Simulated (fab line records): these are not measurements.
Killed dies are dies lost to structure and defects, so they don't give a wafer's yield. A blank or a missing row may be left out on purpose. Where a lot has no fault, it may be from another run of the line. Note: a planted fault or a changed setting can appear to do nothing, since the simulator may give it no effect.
The tool behind it: which one? | flow berkeley-cmos170 | 21 wafers from 7 lots sampled at 2 of the route's 331 steps

WHAT THE GAUGES SHOWED, per wafer
UCB170_V2_THK_MEAS_04.
lot  | measured     | on            | V2_POLISHED_THK (nm)
L481 | day 8 23:47  | film-metro-04 | 999.4 1002.0 1001.4
L483 | day 9 23:47  | film-metro-04 | 1001.9 1002.1 1000.3
L486 | day 10 17:05 | film-metro-02 | 997.9 998.6 998.9
L487 | day 11 07:27 | film-metro-03 | 998.7 1002.0 1000.9
L491 | day 12 06:32 | film-metro-03 | 1323.8 1322.3 1335.4
L494 | day 12 23:14 | film-metro-03 | 1352.3 1340.2 1351.0
L503 | day 14 04:02 | film-metro-03 | 1001.2 1000.7 999.5

WHICH TOOL RAN EACH LOT (tool, then ch and the chambers of the sampled wafers, then the start)
lot  | UCB170_V2_CMP_02
L481 | cmp-02 ch 0,2,3, day 8 23:22
L483 | cmp-02 ch 0,1,3, day 9 23:21
L486 | cmp-02 ch 1,2,3, day 10 16:43
L487 | cmp-01 ch 0,1,2, day 11 07:04
L491 | cmp-02 ch 0,1,2, day 12 06:13
L494 | cmp-02 ch 0,1,2, day 12 22:49
L503 | cmp-01 ch 1,2,3, day 14 03:40
- UCB170_V2_CMP_02: polishes SiO2.

THE ANSWER, worked out from the rows above alone
Rule: usual is defined by the lots themselves. The widest of any qualifying gaps counts: lots, ordered by their means at a reading, are off when they make up no more than a third of the lots, leave a main group of 4 or more, and stand apart from it by 3 or more times the standard deviation of that group's means. If all means in a main group match to the digits the tables above print for the reading, that group is not used. Also off: a lot with no number at a reading for which 4 or more lots have one. All remaining lots with rows at the step are treated as sound.
Off: L491, L494, seen at UCB170_V2_THK_MEAS_04 (V2_POLISHED_THK). Mean 1000.4 nm and standard deviation 1 in the main group.
A tool fits if, at a process step before that reading, it ran every lot that is off, and no sound lot after the first of them. The gauges at UCB170_V2_THK_MEAS_04 are tried like those tools. One fits: cmp-02 at UCB170_V2_CMP_02. Its last sound lot is L486 (day 10 16:43), its first lot that is off L491 (day 12 06:13): a fault that began between those two fits.

WHAT HAD BEEN PUT IN BY THE SIMULATOR
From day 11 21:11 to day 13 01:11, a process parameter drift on cmp-02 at UCB170_V2_CMP_02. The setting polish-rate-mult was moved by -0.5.
Struck lots among those shown: L491, L494. The same result came from the rule above.
